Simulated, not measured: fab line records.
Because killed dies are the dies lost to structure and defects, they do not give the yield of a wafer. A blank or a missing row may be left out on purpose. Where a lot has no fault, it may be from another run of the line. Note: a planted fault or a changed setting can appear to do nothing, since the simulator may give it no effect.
Which tool did it? + flow berkeley-cmos170 + 42 wafers from 14 lots sampled at 3 of the route's 331 steps

== WHAT EACH GAUGE READ, for each wafer ==
UCB170_PLDD_TW_MEAS_11.
| lot  | measured     | on            | PLDD_TW        |
|------|--------------|---------------|----------------|
| L926 | day 6 02:02  | film-metro-01 | 1021 1020 1013 |
| L927 | day 6 14:08  | film-metro-03 | 1029 1031 1035 |
| L933 | day 7 07:51  | film-metro-02 | 1012 1014 1008 |
| L930 | day 7 08:25  | film-metro-02 | 1013 1010 1013 |
| L932 | day 7 08:53  | film-metro-02 | 1013 1012 1014 |
| L929 | day 7 09:02  | film-metro-01 | 1022 1025 1028 |
| L935 | day 7 22:28  | film-metro-03 | 1035 1030 1034 |
| L937 | day 8 03:20  | film-metro-02 | 1013 1015 1011 |
| L938 | day 8 03:53  | film-metro-01 | 1017 1012 1014 |
| L941 | day 9 07:26  | film-metro-01 | 1073 1074 1080 |
| L945 | day 9 19:41  | film-metro-01 | 1025 1024 1025 |
| L947 | day 10 09:51 | film-metro-01 | 1015 1017 1022 |
| L946 | day 10 10:07 | film-metro-01 | 1078 1072 1082 |
| L948 | day 10 14:51 | film-metro-03 | 1032 1032 1032 |

UCB170_SDANNEAL_RS_MEAS_04: measures by four-point-probe.
| lot  | measured     | on            | PLDD_RS (ohm/sq) |
|------|--------------|---------------|------------------|
| L926 | day 6 19:20  | film-metro-02 | 1036 1036 1036   |
| L927 | day 7 04:35  | film-metro-01 | 1029 1030 1030   |
| L933 | day 7 22:05  | film-metro-02 | 1033 1033 1033   |
| L930 | day 7 22:59  | film-metro-03 | 1032 1033 1031   |
| L932 | day 7 23:35  | film-metro-01 | 1031 1031 1034   |
| L929 | day 8 00:01  | film-metro-03 | 1032 1029 1032   |
| L935 | day 8 10:13  | film-metro-02 | 1027 1028 1029   |
| L937 | day 8 17:52  | film-metro-02 | 1036 1035 1033   |
| L938 | day 8 17:32  | film-metro-03 | 1032 1033 1032   |
| L941 | day 9 17:53  | film-metro-03 | 904 903 903      |
| L945 | day 10 05:33 | film-metro-03 | 1027 1028 1026   |
| L947 | day 10 22:32 | film-metro-03 | 1030 1032 1028   |
| L946 | day 10 22:40 | film-metro-02 | 902 902 905      |
| L948 | day 11 02:06 | film-metro-02 | 1040 1038 1042   |

== WHICH TOOL RAN EACH LOT (tool, then ch and the chambers of the sampled wafers, then the start) ==
| lot  | UCB170_PLDD_IMPLANT_09          |
|------|---------------------------------|
| L926 | implanter-01 ch 0, day 6 01:49  |
| L927 | implanter-03 ch 0, day 6 13:53  |
| L933 | implanter-01 ch 0, day 7 07:36  |
| L930 | implanter-01 ch 0, day 7 08:10  |
| L932 | implanter-03 ch 0, day 7 08:40  |
| L929 | implanter-04 ch 0, day 7 08:48  |
| L935 | implanter-03 ch 0, day 7 22:14  |
| L937 | implanter-04 ch 0, day 8 03:07  |
| L938 | implanter-03 ch 0, day 8 03:39  |
| L941 | implanter-03 ch 0, day 9 07:11  |
| L945 | implanter-01 ch 0, day 9 19:29  |
| L947 | implanter-04 ch 0, day 10 09:38 |
| L946 | implanter-03 ch 0, day 10 09:52 |
| L948 | implanter-01 ch 0, day 10 14:37 |
- UCB170_PLDD_IMPLANT_09

== AS READ BY THE TOOLS THEMSELVES (means over the sampled wafers that have a number; for cases with no such wafer, the mark the record gives instead) ==
UCB170_PLDD_IMPLANT_09.
| lot  | tool         | beam-on-s (s) | dose-ions-cm2 | faraday-current-uA |
|------|--------------|---------------|---------------|--------------------|
| L926 | implanter-01 | 10.02         | 5.008e+13     | 158.5              |
| L927 | implanter-03 | 10.07         | 4.994e+13     | 157.6              |
| L933 | implanter-01 | 10.05         | 4.995e+13     | 157.5              |
| L930 | implanter-01 | 9.92          | 5.001e+13     | 159.2              |
| L932 | implanter-03 | 9.94          | 4.996e+13     | 159.8              |
| L929 | implanter-04 | 10.07         | 5.004e+13     | 157.1              |
| L935 | implanter-03 | 10.05         | 4.997e+13     | 157.4              |
| L937 | implanter-04 | 9.91          | 4.998e+13     | 160.2              |
| L938 | implanter-03 | 10.05         | 5.006e+13     | 157.7              |
| L941 | implanter-03 | 12.47         | 6.849e+13     | 174.1              |
| L945 | implanter-01 | 9.97          | 5.006e+13     | 159.4              |
| L947 | implanter-04 | 9.77          | 4.995e+13     | 162.4              |
| L946 | implanter-03 | 12.21         | 6.847e+13     | 177.8              |
| L948 | implanter-01 | 9.99          | 5.004e+13     | 158.6              |

== THE ANSWER, worked out from the rows above alone ==
Rule: the lots themselves supply what counts as usual. Put in order of their means at a reading, lots are off if they are a third of the lots or fewer, leave a main group of 4 or more, and stand apart from it by a gap of 3 or more times the standard deviation of the main group's means; of several such gaps the widest counts. If all means in a main group match to the digits the tables above print for the reading, that group is not used. Also off: a lot with no number at a reading for which 4 or more lots have one. Where the step has rows for the other lots, those lots are counted as sound. First the gauges in route order, then the tools' own readings, where a lot's mean is used as printed above. The first step at which some lot is off is used, and at that step the reading that is off furthest; a lot without a number counts as furthest.
Off: L941, L946, seen at UCB170_PLDD_TW_MEAS_11 (PLDD_TW). Mean 1020 and standard deviation 8 in the main group.
A tool fits if, at a process step before that reading, it ran every lot that is off, and no sound lot after the first of them. The gauges at UCB170_PLDD_TW_MEAS_11 aren't tried: what is off there is off at UCB170_SDANNEAL_RS_MEAS_04 too, on other tools, and a gauge's error can't cause that. One fits: UCB170_PLDD_IMPLANT_09 on implanter-03. Its last sound lot is L938 (day 8 03:39), its first lot that is off L941 (day 9 07:11): a fault that began between those two fits.
The tool's own readings at UCB170_PLDD_IMPLANT_09 bear it out: on the lots that are off they differ by more than 5 times the standard deviation of the sound lots' means. beam-on-s reads 12.34 s there against 9.98 s on the sound lots; dose-ions-cm2 reads 6.848e+13 there against 5.000e+13 on the sound lots; faraday-current-uA reads 175.9 there against 158.8 on the sound lots.

== WHAT THE SIMULATOR PUT IN ==
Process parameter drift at UCB170_PLDD_IMPLANT_09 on implanter-03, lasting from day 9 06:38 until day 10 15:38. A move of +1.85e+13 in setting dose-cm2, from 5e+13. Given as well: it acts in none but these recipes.
Struck lots among those shown: L941, L946. This agrees with what the rule above found.
